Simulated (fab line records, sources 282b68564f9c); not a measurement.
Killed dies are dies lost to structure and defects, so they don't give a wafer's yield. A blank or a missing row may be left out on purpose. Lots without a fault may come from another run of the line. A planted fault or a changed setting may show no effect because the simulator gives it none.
Problem report in the 8D (eight disciplines) form, filled by code | flow rit_cmos | the parts of the form that need people (team, actions taken, sign-off) are left out

1. THE PROBLEM
rf_fwd_power_W at RIT_ACTIVE_ETCH_13 reads a mean of 104.6 W on 9 wafers of 3 lots; wafers without a fault read 124.6 W with a standard deviation of 0.4. That is -50 standard deviations from the usual mean.
The step: etches Si3N4 in SF6, stops on SiO2, time 210 s, target depth 210 nm.
First seen on wafer L508.1, day 3 16:50, on rie_diel-01. The record holds 45 wafers of 15 lots with a number at this step. Rule for "out", or "out of limits": more than 4 standard deviations from the usual mean. The other wafers with a number count as sound.

2. WHAT IT IS AND WHAT IT IS NOT
question                    | is                     | is not
which readings at this step | rf_fwd_power_W         | SF6_flow_sccm, drypump_motor_current_A
which lots                  | L508, L509, L512       | L498, L499, L500, L501, L502, L503, L504, L510, L514, L515, L518, L521
which wafers of those lots  | all that have a number | -
read on which tools         | rie_diel-01            | rie_diel-02, rie_diel-03
when                        | from day 3 16:50       | up to then (21 sound wafers); but 15 sound wafers of L510, L514, L515, L518, L521 came after

3. SUSPECTS, AND WHAT RULES EACH OUT
Counting: a tool at a process step up to the reading stays a suspect if it ran every lot that is out and no sound lot after the first of them.
- rie_diel-01 at RIT_ACTIVE_ETCH_13 (etches Si3N4 in SF6, stops on SiO2, time 210 s, target depth 210 nm): kept. It ran every lot that is out, first L508 (day 3 16:50), and no sound lot after that; its last sound lot up to then is L503 (day 2 15:43). Its own readings are out on those wafers: rf_fwd_power_W.
Left after counting: rie_diel-01 at RIT_ACTIVE_ETCH_13.

4. THE CAUSE (what the simulator had put in)
Process parameter drift: rie_diel-01, from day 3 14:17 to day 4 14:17, at RIT_ACTIVE_ETCH_13. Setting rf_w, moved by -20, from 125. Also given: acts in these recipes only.
Counting left only this tool.

5. THE CHAIN OF EFFECTS, in route order
Each row: a reading whose mean over the struck wafers that have a number lies more than 3 standard deviations from the usual. Only readings for which the record gives a usual standard deviation are gone through. hours: the time from each lot's start at the first step in this table that gives one to its start at this step, as a median over the lots. sigmas: the change in usual standard deviations.
hours | step               | reading        | usual   | on struck wafers | change | sigmas
0     | RIT_ACTIVE_ETCH_13 | rf_fwd_power_W | 124.6 W | 104.6            | -20.0  | -50
The process steps in it:
- RIT_ACTIVE_ETCH_13: etches Si3N4 in SF6, stops on SiO2, time 210 s, target depth 210 nm.

6. WHAT WOULD HAVE CAUGHT IT SOONER
In this record the first reading out of limits was taken at day 3 16:50, 3 hours after the fault began at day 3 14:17.
